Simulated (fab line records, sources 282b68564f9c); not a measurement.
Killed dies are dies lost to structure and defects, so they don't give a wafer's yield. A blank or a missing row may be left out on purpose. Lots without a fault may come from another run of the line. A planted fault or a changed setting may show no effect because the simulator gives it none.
Which tool did it? | flow rit_cmos | 15 lots, 45 wafers sampled, at 2 steps of a route of 202

WHAT THE GAUGES READ, wafer by wafer
The record holds no reading of a measuring or inspecting step that can be judged against a usual standard deviation.

WHICH TOOL RAN EACH LOT (tool, then ch and the chambers of the sampled wafers, then the start)
lot  | RIT_ACTIVE_CVD_03          | RIT_M1_PROBE_99
L405 | lpcvd-02 ch 0, day 1 12:29 | prober-01, day 3 16:29
L406 | lpcvd-02 ch 0, day 1 18:23 | prober-02, day 4 04:33
L407 | lpcvd-01 ch 0, day 1 23:04 | prober-01, day 4 06:00
L408 | lpcvd-01 ch 0, day 2 04:37 | prober-02, day 4 13:54
L409 | lpcvd-01 ch 1, day 2 08:38 | prober-01, day 4 18:40
L411 | lpcvd-01 ch 1, day 2 18:59 | prober-01, day 5 04:57
L412 | lpcvd-01 ch 1, day 3 01:06 | prober-02, day 5 09:08
L413 | lpcvd-01 ch 1, day 3 05:40 | prober-01, day 5 13:20
L414 | lpcvd-01 ch 0, day 3 12:56 | prober-02, day 5 19:21
L416 | lpcvd-01 ch 0, day 3 22:13 | prober-01, day 6 02:36
L421 | lpcvd-01 ch 0, day 4 22:15 | prober-02, day 7 02:04
L422 | lpcvd-01 ch 0, day 5 02:50 | prober-01, day 7 05:56
L424 | lpcvd-01 ch 0, day 5 11:53 | prober-01, day 7 11:50
L426 | lpcvd-01 ch 0, day 5 22:24 | prober-01, day 8 03:32
L427 | lpcvd-01 ch 0, day 6 05:02 | prober-02, day 8 12:38
- RIT_ACTIVE_CVD_03: deposits Si3N4 from SiH2Cl2/NH3, target thk 150 nm, time 1500 s.
- RIT_M1_PROBE_99

WHAT THE TOOLS THEMSELVES READ (means of the sampled wafers that have a number; where no wafer has one, the mark that the record gives instead)
RIT_M1_PROBE_99. Usual: killed_at_M0_to_M3 0.0, standard deviation 0.12; killed_at_contacts 0.0, standard deviation 0.16; killed_at_front_end 7.5, standard deviation 2.8; killed_dies 7.6, standard deviation 2.9; killed_on_rim 2.1, standard deviation 1.4; killed_open 3.7, standard deviation 2; killed_short 3.8, standard deviation 2.
lot  | tool      | killed_at_M0_to_M3 | killed_at_contacts | killed_at_front_end | killed_dies | killed_on_rim | killed_open | killed_short | flag
L405 | prober-01 | 0.0                | 0.0                | 7.0                 | 7.0         | 2.3           | 4.0         | 3.0          |
L406 | prober-02 | 0.0                | 0.0                | 9.3                 | 9.3         | 2.0           | 4.7         | 4.7          |
L407 | prober-01 | 0.0                | 0.0                | 8.3                 | 8.3         | 2.0           | 4.0         | 4.3          |
L408 | prober-02 | 0.3                | 0.0                | 9.0                 | 9.3         | 2.0           | 4.7         | 3.3          |
L409 | prober-01 | 0.0                | 0.0                | 7.3                 | 7.3         | 2.0           | 3.3         | 4.0          |
L411 | prober-01 | 0.0                | 0.0                | 7.3                 | 7.3         | 3.0           | 4.0         | 3.3          |
L412 | prober-02 | 0.0                | 0.0                | 6.0                 | 6.0         | 1.0           | 3.3         | 2.7          |
L413 | prober-01 | 0.0                | 0.0                | 5.7                 | 5.7         | 1.7           | 2.7         | 3.0          |
L414 | prober-02 | 0.0                | 0.0                | 9.3                 | 9.3         | 3.0           | 3.7         | 5.7          |
L416 | prober-01 | 0.0                | 0.0                | 7.0                 | 7.0         | 1.7           | 5.0         | 2.0          |
L421 | prober-02 | 0.0                | 0.0                | 8.0                 | 8.0         | 1.7           | 3.3         | 4.7          |
L422 | prober-01 | 0.0                | 0.0                | 8.3                 | 8.3         | 3.0           | 4.3         | 4.0          |
L424 | prober-01 | 0.0                | 0.0                | 35.0                | 35.0        | 10.7          | 3.7         | 3.7          | OFF
L426 | prober-01 | 0.0                | 0.3                | 34.7                | 35.0        | 10.0          | 3.7         | 4.0          | OFF
L427 | prober-02 | 0.0                | 0.0                | 36.3                | 36.3        | 12.0          | 4.3         | 4.7          | OFF

THE ANSWER, worked out from the rows above alone
Rule: a lot is off if the mean of its wafers that have a number lies more than 3 standard deviations from the usual mean. A lot without any number at a reading at which 4 lots or more have one is off too. The other lots that the step has rows for count as sound. The gauges are gone through in route order, then the tools' own readings, and for those a lot's mean is taken as printed above. The first step at which some lot is off is used, and at that step the reading that is off furthest; a lot without a number counts as furthest.
Off: L424, L426, L427, at RIT_M1_PROBE_99 (killed_at_front_end).
A tool fits if, at that step or a process step before it, it ran every lot that is off, and no sound lot after the first of them. One fits: lpcvd-01 at RIT_ACTIVE_CVD_03. Its last sound lot is L422 (day 5 02:50), its first lot that is off L424 (day 5 11:53): a fault that began between those two fits.

WHAT THE SIMULATOR HAD PUT IN
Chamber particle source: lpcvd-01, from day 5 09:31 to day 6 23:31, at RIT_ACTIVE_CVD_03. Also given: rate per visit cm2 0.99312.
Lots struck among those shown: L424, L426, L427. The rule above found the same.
